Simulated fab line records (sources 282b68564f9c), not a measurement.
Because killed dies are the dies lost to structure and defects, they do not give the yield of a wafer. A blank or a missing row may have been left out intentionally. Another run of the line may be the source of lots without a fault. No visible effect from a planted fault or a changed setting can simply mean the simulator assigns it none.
2 desks, one fault	flow rit_cmos	each desk has only its own numbers; what lay behind them comes last

THE TOOL OWNER'S DESK: rie_metal-02
The tool's own readings at RIT_M1_METAL_ETCH_12 (etches Al in Cl2/BCl3, stops on SiO2, time 165 s, target depth 600 nm): means of the sampled wafers that have a number, for each lot that ran on this tool. A lot is out of limits, marked OUT, if its mean lies more than 4 standard deviations from the usual mean; the brackets give that distance.
Columns: A = drypump_motor_current_A at RIT_M1_METAL_ETCH_12, usual 5.7 A; B = he_backside_leak_sccm at RIT_M1_METAL_ETCH_12, usual 3.31 sccm; C = oes_product_au at RIT_M1_METAL_ETCH_12, usual 0.772 a.u.; D = rf_fwd_power_W at RIT_M1_METAL_ETCH_12, usual 249.0 W; E = run_length_s at RIT_M1_METAL_ETCH_12, usual 193.5 s; F = throttle_valve_pct at RIT_M1_METAL_ETCH_12, usual 8.34 %
lot	first seen here	A	B	C	D	E	F
L380	day 3 10:42	5.6	3.45	0.782	248.7	193.4	8.30
L383	day 3 23:11	5.8	3.30	0.774	249.0	193.5	8.34
L389	day 5 04:15	5.6	3.58	1.011 (+27) OUT	-	127.2 (-99 or more) OUT	8.27
L392	day 5 21:50	5.8	3.34	1.000 (+26) OUT	-	127.4 (-99 or more) OUT	8.30
This desk's finding: out of limits on L389, L392; first on L389, day 5 04:15 (oes_product_au at RIT_M1_METAL_ETCH_12). In limits: L380, L383.

AT THE METROLOGY DESK
Lot by lot, what the gauges showed, no matter which tool ran the lot: averages of those sampled wafers that carry a number. A lot is out of limits, marked OUT, if its mean lies more than 4 standard deviations from the usual mean; the brackets give that distance.
Columns: A = FIELD_OXIDE_LEFT_2_THK at RIT_FOX2_THK_MEAS_91, usual 247 nm; B = PLDD_OVL at RIT_PLDD_OVL_MEAS_06, usual -0.4 nm; C = cd_nm at RIT_M1_CD_MEAS_90, usual 2598.8 nm
lot	first seen here	A	B	C
L380	day 2 12:01	240	0.3	2593.4
L381	day 2 13:13	244	-0.5	2600.0
L382	day 2 19:25	250	-0.8	2594.0
L383	day 3 00:00	246	-2.7	2601.8
L389	day 4 04:58	238	1.7	2608.4
L390	day 4 09:59	250	-0.8	2605.4
L392	day 4 21:30	246	-1.6	2606.4
L393	day 5 01:56	239	0.4	2602.2
L395	day 5 12:42	252	-0.9	2598.4
L397	day 5 20:28	258	-0.3	2598.2
L399	day 6 07:16	255	1.3	2599.5
L400	day 6 12:05	251	0.9	2599.6
L402	day 6 21:56	245	1.1	2598.2
L403	day 7 03:00	243	-0.3	2600.7
This desk found nothing out of limits on any of the 14 lots.

TAKEN TOGETHER
An alarm could have come from the tool owner's desk at day 5 04:15, on L389, L392.
Metrology desk: nothing out of limits seen.
The metrology desk holds a record of L389, L392, inside its limits.
On rie_metal-02, each named lot ran RIT_M1_METAL_ETCH_12.

WHAT THE SIMULATOR HAD PUT IN
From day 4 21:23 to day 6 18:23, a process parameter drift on rie_metal-02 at RIT_M1_METAL_ETCH_12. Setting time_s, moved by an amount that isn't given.
Shown lots that were struck: L389, L392.
Time in hours from fault onset to the first out-of-limits reading at each desk: the tool owner's desk, 7.
